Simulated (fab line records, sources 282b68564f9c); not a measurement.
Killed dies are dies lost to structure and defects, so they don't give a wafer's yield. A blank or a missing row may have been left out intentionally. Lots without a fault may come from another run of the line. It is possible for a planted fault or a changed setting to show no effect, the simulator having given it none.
Which tool was responsible? / flow rit_cmos / 14 lots, 42 wafers sampled, at 4 steps of a route of 202

== WHAT THE GAUGES SHOWED, per wafer ==
RIT_NWELL_OVL_MEAS_06.
lot=L497; measured=day 1 22:50; on=overlay-01; NWELL_OVL (nm)=0.6 0.3 -1.1
lot=L498; measured=day 2 02:02; on=overlay-01; NWELL_OVL (nm)=1.7 1.5 0.2
lot=L499; measured=day 2 09:00; on=overlay-01; NWELL_OVL (nm)=0.2 -0.8 -1.3
lot=L500; measured=day 2 13:19; on=overlay-01; NWELL_OVL (nm)=2.4 5.8 1.7
lot=L501; measured=day 2 17:11; on=overlay-02; NWELL_OVL (nm)=0.1 1.6 2.1
lot=L502; measured=day 3 00:54; on=overlay-01; NWELL_OVL (nm)=1.4 -0.1 0.6
lot=L503; measured=day 3 04:18; on=overlay-01; NWELL_OVL (nm)=-0.4 -0.5 -0.4
lot=L504; measured=day 3 09:10; on=overlay-02; NWELL_OVL (nm)=1.5 1.6 0.7
lot=L506; measured=day 3 21:16; on=overlay-02; NWELL_OVL (nm)=-0.1 1.0 1.0
lot=L507; measured=day 4 01:59; on=overlay-01; NWELL_OVL (nm)=-0.7 -1.7 -1.0
lot=L513; measured=day 5 07:46; on=overlay-01; NWELL_OVL (nm)=-0.4 -1.0 0.5
lot=L514; measured=day 5 14:22; on=overlay-01; NWELL_OVL (nm)=-0.6 -0.6 -1.3
lot=L517; measured=day 6 13:49; on=overlay-02; NWELL_OVL (nm)=-0.4 0.3 -0.8
lot=L520; measured=day 7 04:19; on=overlay-01; NWELL_OVL (nm)=1.8 -0.5 1.1

RIT_NSD_OVL_MEAS_06.
lot=L497; measured=day 3 00:44; on=overlay-01; NSD_OVL (nm)=1.3 2.7 1.4
lot=L498; measured=day 3 05:40; on=overlay-01; NSD_OVL (nm)=0.4 -1.1 0.2
lot=L499; measured=day 3 15:12; on=overlay-02; NSD_OVL (nm)=1.8 -0.7 -1.0
lot=L500; measured=day 3 21:18; on=overlay-01; NSD_OVL (nm)=1.3 2.0 -0.6
lot=L501; measured=day 4 03:29; on=overlay-02; NSD_OVL (nm)=-1.6 -2.8 -1.6
lot=L502; measured=day 4 06:34; on=overlay-02; NSD_OVL (nm)=3.3 1.6 1.2
lot=L503; measured=day 4 11:15; on=overlay-01; NSD_OVL (nm)=-2.4 0.2 -2.0
lot=L504; measured=day 4 16:18; on=overlay-02; NSD_OVL (nm)=4.5 3.5 3.1
lot=L506; measured=day 5 04:52; on=overlay-01; NSD_OVL (nm)=-0.8 -0.8 -0.9
lot=L507; measured=day 5 11:29; on=overlay-02; NSD_OVL (nm)=-0.3 2.1 -0.9
lot=L513; measured=day 6 22:12; on=overlay-01; NSD_OVL (nm)=-1.0 1.3 2.4
lot=L514; measured=day 7 11:23; on=overlay-02; NSD_OVL (nm)=1.0 1.1 1.1
lot=L517; measured=day 8 02:12; on=overlay-02; NSD_OVL (nm)=0.0 1.9 -0.2
lot=L520; measured=day 8 16:32; on=overlay-02; NSD_OVL (nm)=0.3 -2.5 -1.2

== EACH LOT AND THE TOOL THAT RAN IT (in order: tool; ch and the chambers of the sampled wafers; start) ==
lot=L497; RIT_NRETRO_STRIP_09=plasma_asher-01 ch 0,1, day 2 07:46; RIT_NLDD_STRIP_09=plasma_asher-02 ch 0,1, day 2 19:35
lot=L498; RIT_NRETRO_STRIP_09=plasma_asher-01 ch 0, day 2 11:01; RIT_NLDD_STRIP_09=plasma_asher-04 ch 0,1, day 2 23:20
lot=L499; RIT_NRETRO_STRIP_09=plasma_asher-02 ch 0, day 2 18:14; RIT_NLDD_STRIP_09=plasma_asher-04 ch 0,1, day 3 10:04
lot=L500; RIT_NRETRO_STRIP_09=plasma_asher-02 ch 0,1, day 2 23:16; RIT_NLDD_STRIP_09=plasma_asher-03 ch 0,1, day 3 16:13
lot=L501; RIT_NRETRO_STRIP_09=plasma_asher-02 ch 0,1, day 3 04:43; RIT_NLDD_STRIP_09=plasma_asher-04 ch 0,1, day 3 21:13
lot=L502; RIT_NRETRO_STRIP_09=plasma_asher-01 ch 0,1, day 3 09:53; RIT_NLDD_STRIP_09=plasma_asher-04 ch 0, day 4 00:14
lot=L503; RIT_NRETRO_STRIP_09=plasma_asher-01 ch 0,1, day 3 13:59; RIT_NLDD_STRIP_09=plasma_asher-04 ch 0,1, day 4 05:58
lot=L504; RIT_NRETRO_STRIP_09=plasma_asher-02 ch 0,1, day 3 19:15; RIT_NLDD_STRIP_09=plasma_asher-03 ch 0,1, day 4 11:01
lot=L506; RIT_NRETRO_STRIP_09=plasma_asher-03 ch 0,1, day 4 08:14; RIT_NLDD_STRIP_09=plasma_asher-03 ch 0,1, day 4 23:34
lot=L507; RIT_NRETRO_STRIP_09=plasma_asher-03 ch 0, day 4 11:38; RIT_NLDD_STRIP_09=plasma_asher-03 ch 0,1, day 5 06:20
lot=L513; RIT_NRETRO_STRIP_09=plasma_asher-02 ch 0,1, day 5 19:11; RIT_NLDD_STRIP_09=plasma_asher-04 ch 0,1, day 6 16:52
lot=L514; RIT_NRETRO_STRIP_09=plasma_asher-01 ch 0,1, day 6 04:18; RIT_NLDD_STRIP_09=plasma_asher-04 ch 0,1, day 7 06:05
lot=L517; RIT_NRETRO_STRIP_09=plasma_asher-02 ch 0,1, day 7 02:25; RIT_NLDD_STRIP_09=plasma_asher-02 ch 0,1, day 7 21:07
lot=L520; RIT_NRETRO_STRIP_09=plasma_asher-01 ch 0,1, day 7 15:47; RIT_NLDD_STRIP_09=plasma_asher-02 ch 0,1, day 8 09:44
- RIT_NRETRO_STRIP_09: strips in O2, time 180 s.
- RIT_NLDD_STRIP_09: strips in O2, time 180 s.

== AS READ BY THE TOOLS THEMSELVES (means over the sampled wafers that have a number; for cases with no such wafer, the mark the record gives instead) ==
RIT_NRETRO_STRIP_09.
lot=L497; tool=plasma_asher-01; chamber_pressure_mTorr (mTorr)=4000; drypump_motor_current_A (A)=5.7
lot=L498; tool=plasma_asher-01; chamber_pressure_mTorr (mTorr)=3999; drypump_motor_current_A (A)=5.4
lot=L499; tool=plasma_asher-02; chamber_pressure_mTorr (mTorr)=3998; drypump_motor_current_A (A)=6.6
lot=L500; tool=plasma_asher-02; chamber_pressure_mTorr (mTorr)=3999; drypump_motor_current_A (A)=5.9
lot=L501; tool=plasma_asher-02; chamber_pressure_mTorr (mTorr)=3998; drypump_motor_current_A (A)=5.8
lot=L502; tool=plasma_asher-01; chamber_pressure_mTorr (mTorr)=4000; drypump_motor_current_A (A)=5.7
lot=L503; tool=plasma_asher-01; chamber_pressure_mTorr (mTorr)=3998; drypump_motor_current_A (A)=5.6
lot=L504; tool=plasma_asher-02; chamber_pressure_mTorr (mTorr)=4001; drypump_motor_current_A (A)=6.2
lot=L506; tool=plasma_asher-03; chamber_pressure_mTorr (mTorr)=3999; drypump_motor_current_A (A)=5.4
lot=L507; tool=plasma_asher-03; chamber_pressure_mTorr (mTorr)=4000; drypump_motor_current_A (A)=6.3
lot=L513; tool=plasma_asher-02; chamber_pressure_mTorr (mTorr)=3999; drypump_motor_current_A (A)=5.9
lot=L514; tool=plasma_asher-01; chamber_pressure_mTorr (mTorr)=3995; drypump_motor_current_A (A)=5.6
lot=L517; tool=plasma_asher-02; chamber_pressure_mTorr (mTorr)=3997; drypump_motor_current_A (A)=6.2
lot=L520; tool=plasma_asher-01; chamber_pressure_mTorr (mTorr)=3999; drypump_motor_current_A (A)=5.7

RIT_NLDD_STRIP_09.
lot=L497; tool=plasma_asher-02; chamber_pressure_mTorr (mTorr)=4000; drypump_motor_current_A (A)=6.2
lot=L498; tool=plasma_asher-04; chamber_pressure_mTorr (mTorr)=3998; drypump_motor_current_A (A)=5.9
lot=L499; tool=plasma_asher-04; chamber_pressure_mTorr (mTorr)=3999; drypump_motor_current_A (A)=5.6
lot=L500; tool=plasma_asher-03; chamber_pressure_mTorr (mTorr)=4000; drypump_motor_current_A (A)=5.4
lot=L501; tool=plasma_asher-04; chamber_pressure_mTorr (mTorr)=3996; drypump_motor_current_A (A)=5.6
lot=L502; tool=plasma_asher-04; chamber_pressure_mTorr (mTorr)=4002; drypump_motor_current_A (A)=5.4
lot=L503; tool=plasma_asher-04; chamber_pressure_mTorr (mTorr)=3999; drypump_motor_current_A (A)=5.9
lot=L504; tool=plasma_asher-03; chamber_pressure_mTorr (mTorr)=4001; drypump_motor_current_A (A)=5.4
lot=L506; tool=plasma_asher-03; chamber_pressure_mTorr (mTorr)=3999; drypump_motor_current_A (A)=5.9
lot=L507; tool=plasma_asher-03; chamber_pressure_mTorr (mTorr)=4001; drypump_motor_current_A (A)=5.4
lot=L513; tool=plasma_asher-04; chamber_pressure_mTorr (mTorr)=2002; drypump_motor_current_A (A)=5.9
lot=L514; tool=plasma_asher-04; chamber_pressure_mTorr (mTorr)=1994; drypump_motor_current_A (A)=5.9
lot=L517; tool=plasma_asher-02; chamber_pressure_mTorr (mTorr)=4001; drypump_motor_current_A (A)=6.2
lot=L520; tool=plasma_asher-02; chamber_pressure_mTorr (mTorr)=4000; drypump_motor_current_A (A)=6.2

== THE ANSWER, worked out from the rows above alone ==
Rule: the usual values come from the lots themselves. The widest of any qualifying gaps counts: lots, ordered by their means at a reading, are off when they make up no more than a third of the lots, leave a main group of 4 or more, and stand apart from it by 3 or more times the standard deviation of that group's means. If all means in a main group match to the digits the tables above print for the reading, that group is not used. A lot without any number at a reading at which 4 lots or more have one is off too. The other lots that the step has rows for count as sound. First the gauges in route order, then the tools' own readings, where a lot's mean is used as printed above. At the first step where some lot is off, the reading lying furthest off is the one used; lots without a number count as furthest.
Off: L513, L514 (RIT_NLDD_STRIP_09, chamber_pressure_mTorr). The main group: mean 4000 mTorr, standard deviation 1.5.
If a tool, at that step or one of the process steps before it, ran each lot that is off and ran no sound lot following the first of them, it fits. One fits: plasma_asher-04 at RIT_NLDD_STRIP_09. Its last sound lot is L503 (day 4 05:58), its first lot that is off L513 (day 6 16:52): a fault that began between those two fits.
The tool's own readings at RIT_NLDD_STRIP_09 bear it out: on the lots that are off they differ by more than 5 times the standard deviation of the sound lots' means. chamber_pressure_mTorr reads 1998 mTorr there against 4000 mTorr on the sound lots.

== WHAT THE SIMULATOR HAD INSERTED ==
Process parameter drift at RIT_NLDD_STRIP_09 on plasma_asher-04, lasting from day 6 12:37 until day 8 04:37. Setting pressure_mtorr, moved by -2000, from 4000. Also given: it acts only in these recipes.
Lots struck among those shown: L513, L514. The rule above reached the same finding.
